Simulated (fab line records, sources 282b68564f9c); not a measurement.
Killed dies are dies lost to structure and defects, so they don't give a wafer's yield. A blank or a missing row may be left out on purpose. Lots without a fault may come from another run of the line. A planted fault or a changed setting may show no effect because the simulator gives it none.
fab line records | flow rit_cmos | part 2 of 2: steps 35 to 42 of 42
record lots=6 wafers=18 last_day=7
route steps=202 shown SDANNEAL@156 PSD@157 NSD@158 PLDD@159 NLDD@160 SILICIDE@161 CONTACT@168 M1@184
lots that met no fault: from a run of the same line without faults
start_h: hours from the record's first day to the start of the lot's first wafer shown | wait_h: hours since the lot's step before | " the same as in the row above | L1.1+2: a row that stands for several wafers | - no value, or no start given | * or withheld: withheld | < > ~ a bound
route shown NAME@n: a module of which the file shows steps, and the number in the route of the first | usual: mean/standard deviation of fault-free wafers | same: alike in all rows | chamber/n: place in a boat | sites: the reading at each site | _std_site: their standard deviation | _edge_site: outer sites' mean less inner sites' | radius_mm: how far each site lies from the wafer's centre | mask NAME#n: copy n | behind: the tool/chamber that last shaped the wafer | hold: why the lot was held/for how many hours/how that ended | device: the transistor (n, p or np) that didn't switch | end of line: the same wafers' tests at the end of the route | a step without rows: its recipe alone | killed: dies lost to structure and defects at the first sort, not the wafer's yield | map: a wafer's dies, x killed, . not, _ none there
set.NAME: the setting as run; set.NAME@STEP: as run at that earlier step | model.NAME: the simulator's own value behind a step, which no gauge read
lots at some steps of the route; a table a step, a row a wafer
services: from which hour (start_h, from the record's first day; less than 0 if before it) a tool's chamber was out of use, for how many hours, and why
## steps
# step RIT_M1_PEB_07
# recipe resist=NOVOLAK temp_c=withheld time_s=withheld
# step RIT_M1_DEVELOP_08
# recipe resist=NOVOLAK develop_time_s=68 dev_temp_c=23
# step RIT_M1_CD_MEAS_09
# recipe target_cd_nm=2600
# usual cd_nm=2599.3/2.1
# columns lot.wafer tool chamber start_h wait_h cd_nm
L752.2 cd_sem-01 - 61.82 - 2599.5
L752.3 " - " " 2597.5
L752.4 " - " " 2598.2
L756.1 cd_sem-02 - 87.96 - 2597.0
L756.3 " - " " 2597.0
L756.5 " - " " 2597.9
L762.1 cd_sem-01 - 120.09 - 2601.7
L762.2 " - " " 2598.5
L762.6 " - " " 2599.3
L764.3 cd_sem-01 - 124.47 - 2597.0
L764.4 " - " " 2597.8
L764.6 " - " " 2597.7
L766.2 cd_sem-01 - 137.77 - 2600.9
L766.3 " - " " 2600.0
L766.5 " - " " 2597.8
L772.2 cd_sem-01 - 160.60 - 2597.4
L772.4 " - " " 2595.8
L772.5 " - " " 2595.8
# step RIT_M1_OVL_MEAS_10
# usual M1_OVL=-0.6/1.3
# columns lot.wafer tool chamber start_h wait_h M1_OVL[nm]
L752.2 overlay-01 - 61.95 0.1 -1.0
L752.3 " - " " -0.6
L752.4 " - " " -0.4
L756.1 overlay-01 - 88.08 0.1 -0.4
L756.3 " - " " 0.2
L756.5 " - " " -0.3
L762.1 overlay-01 - 120.21 0.1 0.1
L762.2 " - " " -0.6
L762.6 " - " " -1.0
L764.3 overlay-01 - 124.57 0.1 0.2
L764.4 " - " " -1.8
L764.6 " - " " 0.0
L766.2 overlay-02 - 137.88 0.1 -1.9
L766.3 " - " " 0.0
L766.5 " - " " -0.1
L772.2 overlay-01 - 160.71 0.1 0.4
L772.4 " - " " 2.3
L772.5 " - " " 2.3
# step RIT_M1_HARDBAKE_11
# recipe resist=NOVOLAK temp_c=140 time_s=120
# step RIT_M1_METAL_ETCH_12
# recipe stop_on=SiO2 chemistry=Cl2/BCl3 target=Al time_s=165 over_etch_frac=0.5 pressure_mtorr=100 target_depth_a=6000 rf_w=250 Cl2_flow_sccm=60 bcl3_flow_sccm=50
# usual drypump_motor_current_A=5.3/0.34 oes_product_au=0.796/0.011 throttle_valve_pct=8.28/0.1
# same time_s=165
# columns lot.wafer tool chamber start_h wait_h drypump_motor_current_A oes_product_au rf_hours_counter_h throttle_valve_pct model.SiO2_of_CONTACT_CVD_00.thk_nm
L752.2 rie_metal-02 1 62.23 0.2 5.0 0.783 35 8.10 359.9
L752.3 " 0 " " 5.5 0.775 - 8.39 359.6
L752.4 " 1 " " 5.0 0.781 - 8.09 364.5
L756.1 rie_metal-03 0 88.36 0.2 5.6 0.806 1 8.37 355.6
L756.3 " 1 " " 4.9 0.805 - 8.22 358
L756.5 " 0 " " 5.6 0.814 - 8.37 365
L762.1 rie_metal-03 0 120.50 0.2 5.6 0.808 1 8.37 359.5
L762.2 " 1 " " 4.9 0.809 1 8.23 184.8
L762.6 " 0 " " 5.6 0.807 - 8.36 196.6
L764.3 rie_metal-02 0 124.89 0.2 5.5 0.793 - 8.39 354.5
L764.4 " 1 " " 5.0 0.794 - 8.11 364.8
L764.6 " 0 " " 5.5 0.799 - 8.39 363.8
L766.2 rie_metal-03 0 138.16 0.2 5.6 0.799 1 8.37 355
L766.3 " 1 " " 4.9 0.800 - 8.22 357.4
L766.5 " 0 " " 5.6 0.801 - 8.37 192.4
L772.2 rie_metal-01 1 160.99 0.2 5.3 0.787 5 8.38 363.8
L772.4 " 0 " " 5.8 0.774 - 8.18 369.1
L772.5 " 1 " " 5.3 0.783 - 8.36 370
# step RIT_M1_STRIP_13
# recipe chemistry=nmp resist=NOVOLAK temp_c=80 time_s=600 dry=n2_spin
# step RIT_M1_PROBE_99
# usual killed_at_M0_to_M3=0.0/0.12 killed_at_front_end=7.5/2.8 killed_dies=7.6/2.9 killed_open=3.7/2 killed_short=3.8/2
# same gross_dies=264 killed_at_M4_up=0 killed_at_back_side=0 killed_at_contacts=0 killed_at_other=0
# columns lot.wafer tool chamber start_h wait_h killed_at_M0_to_M3 killed_at_front_end killed_dies killed_open killed_short
L752.2 prober-01 - 64.54 0.1 0 3 3 1 2
L752.3 prober-01 - 64.59 0.2 0 8 8 6 2
L752.4 prober-01 - 64.64 0.2 0 5 5 1 4
L756.1 prober-01 - 90.62 0.1 1 7 8 4 4
L756.3 prober-01 - 90.72 0.2 0 5 5 3 2
L756.5 prober-01 - 90.82 0.2 0 10 10 9 1
L762.1 prober-01 - 122.75 0.1 0 6 6 2 4
L762.2 prober-01 - 122.80 0.1 0 5 5 2 3
L762.6 prober-01 - 123.00 0.2 0 7 7 4 3
L766.2 prober-01 - 140.47 0.1 0 3 3 1 2
L766.3 prober-01 - 140.52 0.2 0 7 7 4 3
L766.5 prober-01 - 140.62 0.2 0 8 8 4 4
# killed by level:class
L752.2 GATE:geometric_particle:short=2 REOX:geometric_particle:open=1
L752.3 GATE:geometric_particle:open=4 SPACER:geometric_particle:short=1 REOX:geometric_particle:short=1 REOX:geometric_particle:open=1 SILICIDE:geometric_particle:open=1
L752.4 GATE:geometric_particle:short=2 ACTIVE:geometric_particle:short=1 GATE:geometric_particle:open=1 SPACER:geometric_particle:short=1
L756.1 GATE:geometric_particle:short=2 ACTIVE:geometric_particle:open=1 FOX1:geometric_particle:open=1 FOX2:geometric_particle:open=1 GATE:geometric_particle:open=1 SILICIDE:geometric_particle:short=1 M1:geometric_particle:short=1
L756.3 GATE:geometric_particle:short=2 FOX1:geometric_particle:open=1 GATE:geometric_particle:open=1 SILICIDE:geometric_particle:open=1
L756.5 SILICIDE:geometric_particle:open=5 FOX1:geometric_particle:open=2 FOX1:geometric_particle:short=1 GATE:geometric_particle:open=1 REOX:geometric_particle:open=1
L762.1 GATE:geometric_particle:open=2 REOX:geometric_particle:short=2 GATE:geometric_particle:short=1 SPACER:geometric_particle:short=1
L762.2 GATE:geometric_particle:open=1 REOX:geometric_particle:short=1 SPACER:geometric_particle:short=1 SILICIDE:geometric_particle:short=1 SILICIDE:geometric_particle:open=1
L762.6 FOX1:geometric_particle:short=1 FOX2:geometric_particle:open=1 SPACER:geometric_particle:open=1 REOX:geometric_particle:open=1 SPACER:geometric_particle:short=1 SILICIDE:geometric_particle:short=1 SILICIDE:geometric_particle:open=1
L766.2 FOX2:geometric_particle:short=1 GATE:geometric_particle:short=1 SPACER:geometric_particle:open=1
L766.3 GATE:geometric_particle:open=2 GATE:geometric_particle:short=2 REOX:geometric_particle:open=2 REOX:geometric_particle:short=1
L766.5 GATE:geometric_particle:open=3 FOX2:geometric_particle:short=1 GATE:geometric_particle:short=1 REOX:geometric_particle:short=1 SPACER:geometric_particle:short=1 SPACER:geometric_particle:open=1
## services
# columns tool chamber start_h hours kind
rie_metal-01 - 36.14 1.4 pm
pecvd-04 1 52.43 3.4 repair
rie_diel-04 3 60.04 2.2 repair
pvd_sputter-02 - 64.63 1.8 repair
rie_metal-03 0 66.60 8.8 repair
pecvd-03 - 69.56 1.9 repair
plasma_asher-02 - 72.58 11.4 pm
pvd_sputter-01 - 73.64 0.5 repair
pecvd-02 - 77.97 0.8 repair
rie_diel-03 1 87.23 1.5 repair
rie_diel-04 - 107.70 28.1 pm
rie_diel-03 0 109.68 10.8 repair
plasma_asher-03 - 110.39 7.6 repair
pecvd-02 1 111.42 8.2 repair
rie_metal-03 - 123.14 2.8 pm
rie_diel-01 2 130.62 - clean
rie_metal-02 - 132.89 7.4 repair
rie_metal-02 - 140.27 20.0 pm
rie_metal-01 - 140.84 2.8 pm
rie_metal-03 - 142.83 0.2 repair
rtp_anneal-02 - 147.55 5.6 pm
plasma_asher-04 - 158.88 1.4 repair
pvd_sputter-01 - 159.17 0.6 repair
rie_metal-02 - 160.27 1.4 pm
## key
first_sign step=RIT_CONTACT_THK_MEAS_01 reading=visit direction=added
effect step=RIT_CONTACT_THK_MEAS_01 reading=CONTACT_TEOS_THK direction=down sigmas=35 usual=399 struck=228
model_effect step=RIT_CONTACT_CVD_00 value=SiO2_of_CONTACT_CVD_00.thk_nm without=397.7 struck=228.5
model_effect step=RIT_CONTACT_ETCH_11 value=CONTACT.feature_depth_nm without=397.7 struck=228.5
model_effect step=RIT_M1_METAL_ETCH_12 value=SiO2_of_CONTACT_CVD_00.thk_nm without=360.4 struck=191.3
met_at RIT_CONTACT_CVD_00
struck_wafers L762.2,L762.6,L766.5
tester_left_out L762,L766
loop_trim step=RIT_CONTACT_EXPOSE_05 setting=dose lots=L762
onset_between 84.19 112.75
fault kind=process_parameter_drift tool=pecvd-02 chamber=0 onset_h=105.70 steps=RIT_CONTACT_CVD_00 channel=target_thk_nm offset=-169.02 shape=step end_h=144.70 stated=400
# tester_left_out: of these lots the tester's yield and bins aren't shown, on N5 and GAA mostly nor the transistor test; their killed dies are dies lost to structure and defects alone, not to doping, threshold or leakage, so they don't give the yield
# loop_trim: a control loop set the setting to another value than it would have without faults
